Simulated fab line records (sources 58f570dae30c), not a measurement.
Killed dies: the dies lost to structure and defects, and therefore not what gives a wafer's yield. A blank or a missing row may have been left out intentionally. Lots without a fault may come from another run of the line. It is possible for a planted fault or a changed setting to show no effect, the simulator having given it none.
Split-lot trial    flow berkeleyCmos170    5 lots, 23 wafers read, on a route of 331 steps

## SPLIT DETAILS
At UCB170_V1_CVD_00 (deposits SiO2 from TEOS/O2, target thk 2000 nm, time 250 s), the setting timeS was moved away from the recipe's 250 s on 6 of the 23 wafers read, by -4.5% to +9.8%. The other wafers ran this setting at the recipe's value.

Between the split and the reading, the file records no step.

## THE READING
At UCB170_V1_THK_MEAS_01: V1_TEOS_THK, given in nm. On this fab line, fault-free wafers typically give 2000 nm with a standard deviation of 27 nm.

wafer   tool, chamber at the split  timeS as run, s  against the recipe  V1_TEOS_THK, nm  against lot-mates on the recipe
L076.1  pecvd-01, 1                 270.1            +8.0%               2106             +80
L076.2  pecvd-01, 2                 250              recipe              2007             -
L076.3  pecvd-01, 0                 270.1            +8.0%               2150             +124
L076.4  pecvd-01, 2                 250              recipe              2032             -
L076.6  pecvd-01, 0                 250              recipe              2038             -
L077.1  pecvd-02, 1                 250              recipe              1960             -
L077.4  pecvd-02, 0                 250              recipe              2008             -
L077.5  pecvd-02, 2                 250              recipe              2028             -
L079.1  pecvd-01, 1                 250              recipe              1953             -
L079.2  pecvd-01, 0                 250              recipe              1992             -
L079.3  pecvd-01, 2                 250              recipe              2015             -
L079.4  pecvd-01, 0                 250              recipe              2020             -
L079.6  pecvd-01, 2                 250              recipe              2033             -
L080.1  pecvd-01, 1                 238.7            -4.5%               1880             -119
L080.2  pecvd-01, 2                 250              recipe              2001             -
L080.3  pecvd-01, 0                 250              recipe              1978             -
L080.4  pecvd-01, 1                 238.7            -4.5%               1922             -77
L080.5  pecvd-01, 0                 250              recipe              2019             -
L082.1  pecvd-03, 0                 250              recipe              1977             -
L082.2  pecvd-03, 1                 274.4            +9.8%               2138             +154
L082.4  pecvd-03, 1                 274.4            +9.8%               2181             +197
L082.5  pecvd-03, 2                 250              recipe              1969             -
L082.6  pecvd-03, 0                 250              recipe              2005             -

FIT RESULTS
A straight line over all 23 wafers: V1_TEOS_THK changes by +16.9 nm for each +1% of timeS; r = +0.93; the points scatter about the line by 27 nm.
The same after taking each lot's own level away (the mean of its wafers on the recipe; 23 wafers): +16.8 nm for each +1%; r = +0.93; scatter 26 nm.
The reading moves by 1.6e+02 nm for the largest change in timeS, on that fit.
The lots' own levels span 1983.7 to 2025.7 nm, that is 1.6 times the standard deviation above.
Consequently the slope shifts little with the lot-to-lot level, the two slopes agreeing.
Check: +163 nm against its lot-mates is what the line predicts for one of the wafers moved furthest among these (+9.8%) when that wafer is left out of the fit. It came out at +154 nm against them.

## FURTHER SPLITS ON THESE WAFERS
Before the reading, these wafers also passed through other splits. Each is held against what the fit with the lots' levels taken away leaves over:
other split on the same wafers    wafers away from the commonest value  r with V1_TEOS_THK (lot level and that fit taken away)
UCB170_GATE_COAT_07 spinRpm       8                                     +0.34
UCB170_PLDD_EXPOSE_03 doseMj      8                                     -0.02
UCB170_NLDD_COAT_01 resistThkNm   9                                     -0.15
UCB170_PSD_COAT_01 spinRpm        5                                     -0.02
UCB170_SDANNEAL_RTA_01 timeS      4                                     +0.00
UCB170_CONTACT_CVD_01 o2FlowSccm  15                                    +0.14
UCB170_M1_EXPOSE_06 doseMj        12                                    +0.06

## THE WHOLE CHAIN: every reading that the file lists as answering this split, in the file's order
step                   what it does                                                reading                                                                   change (the file's fit)               r (the file's)
UCB170_V1_CVD_00       deposits SiO2 from TEOS/O2, target thk 2000 nm, time 250 s  SiO2_of_V1_CVD_00.thkNm (the simulator's own value, which no gauge read)  +16.6 nm for each +1% of the setting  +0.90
UCB170_V1_THK_MEAS_01                                                              V1_TEOS_THK                                                               +16.5 for each +1% of the setting     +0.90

## FILE'S OWN FIT
V1_TEOS_THK changes by +16.5 nm for each +1% of timeS, r = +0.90.
